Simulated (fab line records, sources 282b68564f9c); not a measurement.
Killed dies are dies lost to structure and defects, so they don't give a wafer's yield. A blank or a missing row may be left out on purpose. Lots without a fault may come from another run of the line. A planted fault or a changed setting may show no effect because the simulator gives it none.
Split-lot experiment | flow rit_cmos | 5 lots, 23 wafers read, on a route of 202 steps

THE SPLIT
At RIT_M1_SPUTTER_00 (material Al, target thk 400 nm, time 500 s), the setting time_s was moved away from the recipe's 500 s on 7 of the 23 wafers read, by +3.9% to +13.9%. The other wafers ran this setting at the recipe's value.

FROM THE SPLIT TO THE READING: what the file shows between them, 4 steps
- RIT_M1_RS_MEAS_01: measures by four-point-probe
- RIT_M1_THK_MEAS_02: measures by xrf
- RIT_M1_DEVELOP_08: develop time 68 s (also split here: dev_temp_c)
- RIT_M1_HARDBAKE_11: time 120 s

THE READING
oes_product_au, in a.u., at RIT_M1_METAL_ETCH_12 (etches Al in Cl2/BCl3, stops on SiO2, time 165 s, target depth 600 nm). Fault-free wafers of this fab line usually give 0.778 a.u., standard deviation 0.014 a.u..

wafer  | tool, chamber at the split | time_s as run, s | against the recipe | oes_product_au, a.u. | against lot-mates on the recipe
L076.1 | pvd_sputter-02, -          | 500              | recipe             | 0.779                | -
L076.2 | pvd_sputter-02, -          | 500              | recipe             | 0.793                | -
L076.3 | pvd_sputter-02, -          | 500              | recipe             | 0.777                | -
L076.5 | pvd_sputter-02, -          | 500              | recipe             | 0.798                | -
L076.6 | pvd_sputter-02, -          | 500              | recipe             | 0.770                | -
L081.2 | pvd_sputter-02, -          | 569.5            | +13.9%             | 0.844                | +0.051
L081.3 | pvd_sputter-02, -          | 569.5            | +13.9%             | 0.848                | +0.055
L081.4 | pvd_sputter-02, -          | 500              | recipe             | 0.795                | -
L081.5 | pvd_sputter-02, -          | 569.5            | +13.9%             | 0.839                | +0.046
L081.6 | pvd_sputter-02, -          | 500              | recipe             | 0.790                | -
L083.1 | pvd_sputter-02, -          | 551.5            | +10.3%             | 0.859                | +0.068
L083.2 | pvd_sputter-02, -          | 551.5            | +10.3%             | 0.831                | +0.040
L083.4 | pvd_sputter-02, -          | 500              | recipe             | 0.791                | -
L083.5 | pvd_sputter-02, -          | 500              | recipe             | 0.781                | -
L083.6 | pvd_sputter-02, -          | 500              | recipe             | 0.800                | -
L084.1 | pvd_sputter-03, -          | 519.4            | +3.9%              | 0.810                | +0.019
L084.3 | pvd_sputter-03, -          | 519.4            | +3.9%              | 0.808                | +0.017
L084.4 | pvd_sputter-03, -          | 500              | recipe             | 0.793                | -
L084.5 | pvd_sputter-03, -          | 500              | recipe             | 0.790                | -
L084.6 | pvd_sputter-03, -          | 500              | recipe             | 0.789                | -
L085.3 | pvd_sputter-02, -          | 500              | recipe             | 0.738                | -
L085.5 | pvd_sputter-02, -          | 500              | recipe             | 0.765                | -
L085.6 | pvd_sputter-02, -          | 500              | recipe             | 0.764                | -

THE FIT
A straight line over all 23 wafers: oes_product_au changes by +0.00487 a.u. for each +1% of time_s; r = +0.86; the points scatter about the line by 0.015 a.u..
The same after taking each lot's own level away (the mean of its wafers on the recipe; 23 wafers): +0.00408 a.u. for each +1%; r = +0.91; scatter 0.0099 a.u..
On that fit, the largest move of time_s shifts the reading by 0.057 a.u..
The lots' own levels span 0.7557 to 0.7925 a.u., that is 2.6 times the standard deviation above.
So the lot-to-lot level changes the slope: the two fits differ.
Check: with one of the wafers moved furthest among these (+13.9%) left out of the fit, the line predicts +0.0591 a.u. for it against its lot-mates. It came out at +0.0515 a.u. against them.

OTHER SPLITS ON THESE WAFERS
These wafers also went through other splits before the reading. Each is held against what the fit with the lots' levels taken away leaves over:
other split on the same wafers     | wafers away from the commonest value | r with oes_product_au (lot level and that fit taken away)
RIT_PSD_IMPLANT_08 tilt_deg        | 10                                   | +0.05
RIT_SILICIDE_SPUTTER_01 power_w    | 8                                    | +0.07
RIT_CONTACT_COAT_03 spin_rpm       | 10                                   | +0.11
RIT_CONTACT_ETCH_11 over_etch_frac | 8                                    | -0.25
RIT_M1_DEVELOP_08 dev_temp_c       | 8                                    | +0.24

THE WHOLE CHAIN: every reading that the file lists as answering this split, in the file's order
step                 | what it does                                                          | reading                                                                     | change (the file's fit)                   | r (the file's)
RIT_M1_SPUTTER_00    | material Al, target thk 400 nm, time 500 s                            | Al_of_M1_SPUTTER_00.thk_nm (the simulator's own value, which no gauge read) | +3.95 nm for each +1% of the setting      | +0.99
RIT_M1_RS_MEAS_01    | measures by four-point-probe                                          | M1_AL_RS                                                                    | -0.000644 for each +1% of the setting     | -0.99
RIT_M1_THK_MEAS_02   | measures by xrf                                                       | M1_AL_THK                                                                   | +3.89 for each +1% of the setting         | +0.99
RIT_M1_METAL_ETCH_12 | etches Al in Cl2/BCl3, stops on SiO2, time 165 s, target depth 600 nm | oes_product_au                                                              | +0.00424 a.u. for each +1% of the setting | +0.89

THE FILE'S OWN FIT
oes_product_au changes by +0.00424 a.u. for each +1% of time_s, r = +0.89.
